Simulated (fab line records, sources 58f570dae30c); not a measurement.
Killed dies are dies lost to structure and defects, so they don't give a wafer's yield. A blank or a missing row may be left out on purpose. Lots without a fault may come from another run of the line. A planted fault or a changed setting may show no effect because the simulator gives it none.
Which tool did it? | flow berkeley_cmos170 | 15 lots, 45 wafers sampled, at 1 step of a route of 331

WHAT THE GAUGES READ, wafer by wafer
UCB170_PWELL_THK_MEAS_03. Usual: PWELL_OXIDE_THK 26.2 nm, standard deviation 0.47.
lot  | measured    | on            | PWELL_OXIDE_THK (nm) | flag
L791 | day 3 10:53 | film_metro-01 | 26.3 26.4 26.5       |
L792 | day 4 02:50 | film_metro-02 | 25.8 25.9 26.1       |
L793 | day 4 02:51 | film_metro-01 | 26.5 26.7 26.7       |
L796 | day 4 16:31 | film_metro-04 | 26.6 26.3 26.2       |
L795 | day 4 16:31 | film_metro-02 | 25.5 25.3 26.0       |
L794 | day 4 16:32 | film_metro-01 | 25.4 25.2 25.6       |
L799 | day 5 04:36 | film_metro-01 | 25.8 25.7 26.3       |
L798 | day 5 04:37 | film_metro-02 | 26.4 26.8 26.3       |
L797 | day 5 04:40 | film_metro-02 | 25.8 26.4 26.1       |
L800 | day 5 04:40 | film_metro-01 | 26.5 27.0 27.0       |
L807 | day 6 08:23 | film_metro-01 | 26.5 26.9 26.0       |
L809 | day 6 23:23 | film_metro-04 | 26.2 26.5 26.1       |
L812 | day 7 11:41 | film_metro-02 | 26.3 27.1 27.4       |
L814 | day 7 18:29 | film_metro-02 | 26.3 26.2 26.5       |
L813 | day 7 18:30 | film_metro-04 | 26.2 26.6 26.4       |

WHICH TOOL RAN EACH LOT (tool, then ch and the chambers of the sampled wafers, then the start)
The record holds no process step before these readings.

WHAT THE TOOLS THEMSELVES READ (means of the sampled wafers that have a number; where no wafer has one, the mark that the record gives instead)
The record holds no such reading with a usual standard deviation.

THE ANSWER, worked out from the rows above alone
Rule: a lot is off if the mean of its wafers that have a number lies more than 3 standard deviations from the usual mean. A lot without any number at a reading at which 4 lots or more have one is off too. The other lots that the step has rows for count as sound. The gauges are gone through in route order, then the tools' own readings, and for those a lot's mean is taken as printed above. The first step at which some lot is off is used, and at that step the reading that is off furthest; a lot without a number counts as furthest.
No lot is off at any reading shown: from this, nothing can be told.

WHAT THE SIMULATOR HAD PUT IN
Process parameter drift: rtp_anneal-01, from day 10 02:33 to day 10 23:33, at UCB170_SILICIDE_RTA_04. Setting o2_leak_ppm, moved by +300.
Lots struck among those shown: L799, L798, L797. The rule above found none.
